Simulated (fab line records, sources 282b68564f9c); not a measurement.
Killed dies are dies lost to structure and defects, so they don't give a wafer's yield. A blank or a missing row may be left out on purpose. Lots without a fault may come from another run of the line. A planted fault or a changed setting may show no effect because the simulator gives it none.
fab line records | flow rit_cmos
record lots=14 wafers=42 last_day=7
route steps=202 shown NSD@133
lots that met no fault: from a run of the same line without faults
start_h: hours from the record's first day to the start of the lot's first wafer shown | wait_h: hours since the lot's step before | " the same as in the row above | L1.1+2: a row that stands for several wafers | - no value, or no start given | * or withheld: withheld | < > ~ a bound
route shown NAME@n: a module of which the file shows steps, and the number in the route of the first | usual: mean/standard deviation of fault-free wafers | same: alike in all rows | chamber/n: place in a boat | sites: the reading at each site | _std_site: their standard deviation | _edge_site: outer sites' mean less inner sites' | radius_mm: how far each site lies from the wafer's centre | mask NAME#n: copy n | behind: the tool/chamber that last shaped the wafer | hold: why the lot was held/for how many hours/how that ended | device: the transistor (n, p or np) that didn't switch | end of line: the same wafers' tests at the end of the route | a step without rows: its recipe alone | killed: dies lost to structure and defects at the first sort, not the wafer's yield | map: a wafer's dies, x killed, . not, _ none there
set.NAME: the setting as run; set.NAME@STEP: as run at that earlier step | model.NAME: the simulator's own value behind a step, which no gauge read
steps of the route over a sample of lots; a table a step, a row a wafer
## steps
# step RIT_NSD_SOFTBAKE_02
# recipe resist=NOVOLAK temp_c=90 time_s=60
# usual heater_power_total_W=34.57/0.053 plate_temp_C=90.01/0.13
# columns lot.wafer tool chamber start_h wait_h heater_power_total_W plate_temp_C
L327.1 litho_track-03 0 46.49 0.1 34.60 90.17
L327.2 " 0 " " 34.58 90.34
L327.5 " 0 " " 34.60 90.16
L328.1 litho_track-03 0 51.98 0.1 34.52 90.12
L328.3 " 0 " " 34.53 90.13
L328.6 " 0 " " 34.50 90.07
L329.1 litho_track-04 0 55.96 0.1 34.57 90.20
L329.3 " 0 " " 34.56 89.98
L329.5 " 0 " " 34.59 89.88
L331.1 litho_track-02 0 65.79 0.1 34.59 90.29
L331.3 " 0 " " 34.50 89.91
L331.4 " 0 " " 34.59 90.03
L333.2 litho_track-03 0 76.59 0.1 33.35 87.63
L333.4 " 0 " " 33.27 87.76
L333.5 " 0 " " 33.28 87.53
L334.1 litho_track-03 0 81.00 0.1 33.30 87.81
L334.2 " 0 " " 33.29 87.81
L334.3 " 0 " " 33.17 87.79
L338.2 litho_track-04 0 100.71 0.1 34.56 89.84
L338.3 " 0 " " 34.49 89.99
L338.4 " 0 " " 34.59 89.94
L339.4 litho_track-04 0 107.73 0.1 34.46 89.98
L339.5 " 0 " " 34.54 89.89
L339.6 " 0 " " 34.55 89.79
L341.1 litho_track-04 0 116.83 0.1 34.57 90.07
L341.2 " 0 " " 34.56 89.97
L341.3 " 0 " " 34.55 89.80
L345.3 litho_track-03 0 136.74 0.1 34.65 89.78
L345.5 " 0 " " 34.63 89.85
L345.6 " 0 " " 34.52 89.85
L346.1 litho_track-02 0 140.93 0.1 34.58 90.08
L346.2 " 0 " " 34.56 90.25
L346.4 " 0 " " 34.56 89.94
L347.1 litho_track-03 0 146.88 0.1 34.59 90.06
L347.4 " 0 " " 34.48 89.74
L347.5 " 0 " " 34.59 89.78
L348.1 litho_track-02 0 151.56 0.1 34.51 89.81
L348.3 " 0 " " 34.64 89.88
L348.6 " 0 " " 34.56 89.97
L350.2 litho_track-03 0 162.65 0.1 34.61 90.02
L350.4 " 0 " " 34.59 90.22
L350.6 " 0 " " 34.55 89.93
## key
first_sign step=RIT_NSD_SOFTBAKE_02 reading=heater_power_total_W direction=down sigmas=25 usual=34.57 struck=33.28
effect step=RIT_NSD_SOFTBAKE_02 reading=plate_temp_C direction=down sigmas=17 usual=* struck=*
met_at RIT_NSD_SOFTBAKE_02
struck_lots L333,L334
tester_left_out L333,L334
onset_between 51.98 76.59
fault kind=process_parameter_drift tool=litho_track-03 chamber=- onset_h=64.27 steps=RIT_NSD_SOFTBAKE_02 channel=temp_c offset=* shape=step end_h=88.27 acts_in=* stated=*
# tester_left_out: of these lots the tester's yield and bins aren't shown, on N5 and GAA mostly nor the transistor test; their killed dies are dies lost to structure and defects alone, not to doping, threshold or leakage, so they don't give the yield
